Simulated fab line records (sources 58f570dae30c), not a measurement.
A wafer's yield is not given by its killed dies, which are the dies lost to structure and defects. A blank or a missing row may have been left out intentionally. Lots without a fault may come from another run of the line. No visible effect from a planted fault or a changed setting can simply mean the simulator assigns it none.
Struck lot and sound lot, side by side :: flow berkeley_cmos170 :: 43 steps out of a route of 331
Sound: these wafers, L985.1, L985.4, L985.6. Struck: wafers L990.1, L990.4, L990.6. The cause comes at the end.
At each step with rows: each side's tool, then ch and its chambers, then its first start. Under that, the readings that differ: sound wafers :: struck wafers :: difference of the means :: sigmas: that difference in standard deviations of wafers without a fault.
alike: readings whose means differ by less than 2 such deviations, and words and numbers that are the same on both sides. not compared: withheld readings, readings that some wafer has no value for, bounds like >300 that may hide the same value, and numbers for which the record gives no deviation and whose values overlap.
The two part at a step that has a row with sigmas, a row that says differs or no value, or rows on one side only. Numbers that don't overlap but have no deviation are shown without sigmas and don't part them. A reading that every wafer of one side lacks parts them only if that side has two wafers or more.

first, 2 steps without rows for these wafers: UCB170_FIELD_CLEAN_00 (cleans in dHF, time 7.5 s); UCB170_FIELD_OXIDATION_01 (target thk 558.3 nm, ox time 7200 s).
UCB170_FIELD_THK_MEAS_02:
  sound: film_metro-01 at day 6 20:21; struck: film_metro-04 at day 7 16:43
  alike: FIELD_OXIDE_THK
then, 4 steps without rows for these wafers: UCB170_FIELD_ANNEAL_03 (time 1200 s); UCB170_FIELD_WET_ETCH_04 (etches SiO2 in dHF, time 60 s); UCB170_FIELD_WET_ETCH_05 (etches Si3N4 in H3PO4, time 12600 s); UCB170_FIELD_WET_ETCH_06 (etches SiO2 in BOE, time 22 s).
UCB170_FIELD_THK_MEAS_90:
  sound: film_metro-04 at day 7 04:48; struck: film_metro-02 at day 8 02:22
  alike: FIELD_OXIDE_LEFT_1_THK
then, 2 steps without rows for these wafers: UCB170_SACOX_CLEAN_00 (cleans in dHF, time 7.5 s); UCB170_SACOX_OXIDATION_01 (target thk 14.4 nm, ox time 2400 s).
UCB170_SACOX_THK_MEAS_02:
  sound: film_metro-02 at day 7 09:44; struck: film_metro-04 at day 8 07:34
  alike: SACOX_OXIDE_THK
then, 1 step without rows for these wafers: UCB170_SCREENOX_WET_ETCH_00 (etches SiO2 in dHF, time 200 s).
UCB170_SCREENOX_OXIDATION_01: target thk 14.4 nm, ox time 2400 s.
  sound on furnace-04 ch 0, day 7 12:34; struck on furnace-04 ch 0, day 8 11:55
  alike: zone_power_centre_pct, zone_power_load_pct
UCB170_SCREENOX_THK_MEAS_02:
  sound: film_metro-03 at day 7 14:14; struck: film_metro-02 at day 8 13:50
  alike: SCREENOX_OXIDE_THK
then, 7 steps without rows for these wafers: UCB170_SCREENOX_ANNEAL_03 (time 900 s); UCB170_NVT_HMDS_00 (prime time 60 s); UCB170_NVT_COAT_01 (resist thk 900 nm); UCB170_NVT_SOFTBAKE_02 (time 60 s); UCB170_NVT_EXPOSE_03 (exposes mask PWELL, target cd 3000 nm); UCB170_NVT_PEB_04; UCB170_NVT_DEVELOP_05 (develop time 45 s).
UCB170_NVT_OVL_MEAS_06:
  sound: overlay-02 at day 7 21:05; struck: overlay-01 at day 8 23:31
  alike: NVT_OVL
following that, these wafers have no rows for 1 step: UCB170_NVT_IMPLANT_07.
UCB170_NVT_STRIP_08: strips in O2.
  sound on plasma_asher-02 ch 1, day 7 21:16; struck on plasma_asher-01 ch 0,1, day 8 23:43
reading: drypump_motor_current_A (A)
sound: 5.1 5.1 5.1
struck: 6.0 6.0 6.0
difference: +0.9
sigmas: +2
  alike: o2_flow_sccm, oes_product_au, strip_time_to_endpoint_s
  not compared: rf_hours_counter_h
UCB170_NVT_TW_MEAS_09:
  sound: film_metro-03 at day 7 21:22; struck: film_metro-01 at day 8 23:49
  alike: NVT_TW
then, 7 steps without rows for these wafers: UCB170_NVT_CLEAN_10 (cleans in SPM, time 600 s); UCB170_PVT_HMDS_00 (prime time 60 s); UCB170_PVT_COAT_01 (resist thk 900 nm); UCB170_PVT_SOFTBAKE_02 (time 60 s); UCB170_PVT_EXPOSE_03 (exposes mask NWELL, target cd 3000 nm); UCB170_PVT_PEB_04; UCB170_PVT_DEVELOP_05 (develop time 45 s).
UCB170_PVT_OVL_MEAS_06:
  sound: overlay-02 at day 7 22:47; struck: overlay-01 at day 9 01:02
reading: PVT_OVL (nm)
sound: 6 3 8
struck: -8 -4 -3
difference: -11
sigmas: -2
following that, these wafers have no rows for 1 step: UCB170_PVT_IMPLANT_07.
UCB170_PVT_STRIP_08: strips in O2.
  sound on plasma_asher-04 ch 0,1, day 7 22:58; struck on plasma_asher-02 ch 0,1, day 9 01:14
  alike: drypump_motor_current_A, o2_flow_sccm, oes_product_au, strip_time_to_endpoint_s
  not compared: rf_hours_counter_h
UCB170_PVT_TW_MEAS_09:
  sound: film_metro-01 at day 7 23:04; struck: film_metro-02 at day 9 01:20
  alike: PVT_TW
then, 1 step without rows for these wafers: UCB170_GATE_WET_ETCH_00 (etches SiO2 in dHF, time 200 s).
UCB170_FIELD_THK_MEAS_91:
  sound: film_metro-02 at day 7 23:20; struck: film_metro-02 at day 9 01:27
  alike: FIELD_OXIDE_LEFT_2_THK
then, 1 step without rows for these wafers: UCB170_GATE_OXIDATION_01 (target thk 6.6 nm, ox time 1800 s).
UCB170_GATE_THK_MEAS_02:
  sound: film_metro-02 at day 8 05:53; struck: film_metro-02 at day 9 06:50
  alike: GATE_OXIDE_THK
then, 2 steps without rows for these wafers: UCB170_GATE_ANNEAL_03 (time 1800 s); UCB170_GATE_CVD_04 (deposits poly-Si from SiH4, time 1440 s, target thk 214 nm).
-- the record jumps here: 2 days lie between the struck wafers' starts before and after (it left off in module GATE and takes up again in module M3, whose first step shown is number 331 of the route) --
UCB170_M3_PROBE_99:
  rows exist in the record for the struck wafers here (prober-02, day 11 14:11), but not for the sound ones

## WHERE THEY PART
At UCB170_NVT_STRIP_08 first; at UCB170_M3_PROBE_99 last (within this record only).

WHY: what had been put in by the simulator
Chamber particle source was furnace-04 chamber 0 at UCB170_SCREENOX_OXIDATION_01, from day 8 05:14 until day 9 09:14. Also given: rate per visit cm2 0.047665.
